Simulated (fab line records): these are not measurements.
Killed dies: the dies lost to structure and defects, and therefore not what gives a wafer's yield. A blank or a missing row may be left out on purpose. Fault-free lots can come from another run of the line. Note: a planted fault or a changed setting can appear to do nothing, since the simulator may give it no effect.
Commonality check across tools | flow ritCmos | 15 lots, 54 wafers sampled

THE REASON FOR OPENING IT
3 of 15 lots carry a flag on the reading PLDD_TW at RIT_PLDD_TW_MEAS_10. Wafers without a fault read 2348, standard deviation 14.
Rule: a lot gets a flag if all its wafers with a number sit over 4 standard deviations from that mean, or if no wafer of it has a number. The rest of the lots are taken to be sound.

lot  | measured    | on           | PLDD_TW, wafer by wafer | flag
L117 | day 3 04:40 | filmMetro-03 | 2330 2340 2340          | 
L118 | day 3 09:10 | filmMetro-01 | 2337 2331 2331          | 
L119 | day 3 12:58 | filmMetro-02 | 2393 2384 2369          | 
L120 | day 3 20:00 | filmMetro-03 | 2336 2347 2343          | 
L121 | day 3 22:20 | filmMetro-02 | 2372 2381 2369          | 
L122 | day 4 03:49 | filmMetro-01 | 2348 2360 2367          | 
L123 | day 4 11:46 | filmMetro-02 | 2344 2349 2369          | 
L126 | day 5 04:08 | filmMetro-03 | 30 30 30 30 30 30       | FLAGGED
L129 | day 5 16:35 | filmMetro-02 | 30 30 30 30 30 30       | FLAGGED
L130 | day 5 16:37 | filmMetro-03 | 30 30 30 30 30 30       | FLAGGED
L131 | day 5 23:26 | filmMetro-02 | 2351 2362 2361          | 
L134 | day 6 16:28 | filmMetro-03 | 2356 2354 2346          | 
L136 | day 7 02:25 | filmMetro-01 | 2353 2345 2336          | 
L137 | day 7 05:12 | filmMetro-02 | 2367 2357 2343          | 
L138 | day 7 09:55 | filmMetro-03 | 2344 2353 2335          | 
Averaged over the flagged lots the numbers come to 30, -2318 from the usual (-99 or more standard deviations).

WHICH TOOL EACH LOT WENT THROUGH
The record holds 1 process step before the reading, out of a route of 202 steps. Every cell lists first the tool, next ch and the chambers used by the sampled wafers, and last the start.
lot  | flag    | RIT_PLDD_DEVELOP_05
L117 |         | lithoTrack-01 ch 0, day 3 04:00
L118 |         | lithoTrack-01 ch 0, day 3 08:00
L119 |         | lithoTrack-01 ch 0, day 3 12:00
L120 |         | lithoTrack-03 ch 0, day 3 19:00
L121 |         | lithoTrack-01 ch 0, day 3 21:00
L122 |         | lithoTrack-01 ch 0, day 4 03:00
L123 |         | lithoTrack-01 ch 0, day 4 11:00
L126 | FLAGGED | lithoTrack-01 ch 0, day 5 03:00
L129 | FLAGGED | lithoTrack-01 ch 0, day 5 15:00
L130 | FLAGGED | lithoTrack-01 ch 0, day 5 15:00
L131 |         | lithoTrack-04 ch 0, day 5 22:00
L134 |         | lithoTrack-03 ch 0, day 6 15:00
L136 |         | lithoTrack-03 ch 0, day 7 01:00
L137 |         | lithoTrack-04 ch 0, day 7 04:00
L138 |         | lithoTrack-03 ch 0, day 7 09:00
These steps, and what they do:
- RIT_PLDD_DEVELOP_05: develop time 50 s.
- RIT_PLDD_TW_MEAS_10

FLAGGED OVER TOTAL, TOOL BY TOOL (the gauges that took the reading come last)
step                | tool          | lots run | flagged | share of the flagged lots | sound lots run after its first flagged lot
RIT_PLDD_DEVELOP_05 | lithoTrack-01 | 9        | 3       | all                       | 0
RIT_PLDD_DEVELOP_05 | lithoTrack-03 | 4        | 0       | none                      | -
RIT_PLDD_DEVELOP_05 | lithoTrack-04 | 2        | 0       | none                      | -
RIT_PLDD_TW_MEAS_10 | filmMetro-01  | 3        | 0       | none                      | -
RIT_PLDD_TW_MEAS_10 | filmMetro-02  | 6        | 1       | some                      | 2 (L131,L137)
RIT_PLDD_TW_MEAS_10 | filmMetro-03  | 6        | 2       | some                      | 2 (L134,L138)

WHAT THE TABLE ALLOWS
In the table, 1 row covers all flagged lots: lithoTrack-01 at RIT_PLDD_DEVELOP_05.
- lithoTrack-01 at RIT_PLDD_DEVELOP_05: 3 of its 9 lots flagged. A fault beginning between L123 (day 4 11:00), its last sound lot, and L126 (day 5 03:00), its first flagged one, fits the data.
Just one tool remains: lithoTrack-01 at RIT_PLDD_DEVELOP_05.

WHAT HAD BEEN PUT IN BY THE SIMULATOR
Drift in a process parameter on lithoTrack-01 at RIT_PLDD_DEVELOP_05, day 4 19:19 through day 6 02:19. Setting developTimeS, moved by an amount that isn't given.
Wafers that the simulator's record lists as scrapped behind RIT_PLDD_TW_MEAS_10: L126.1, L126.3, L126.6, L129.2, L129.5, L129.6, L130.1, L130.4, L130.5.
Lots struck among those shown: L126, L129, L130. Same finding as the rule above.
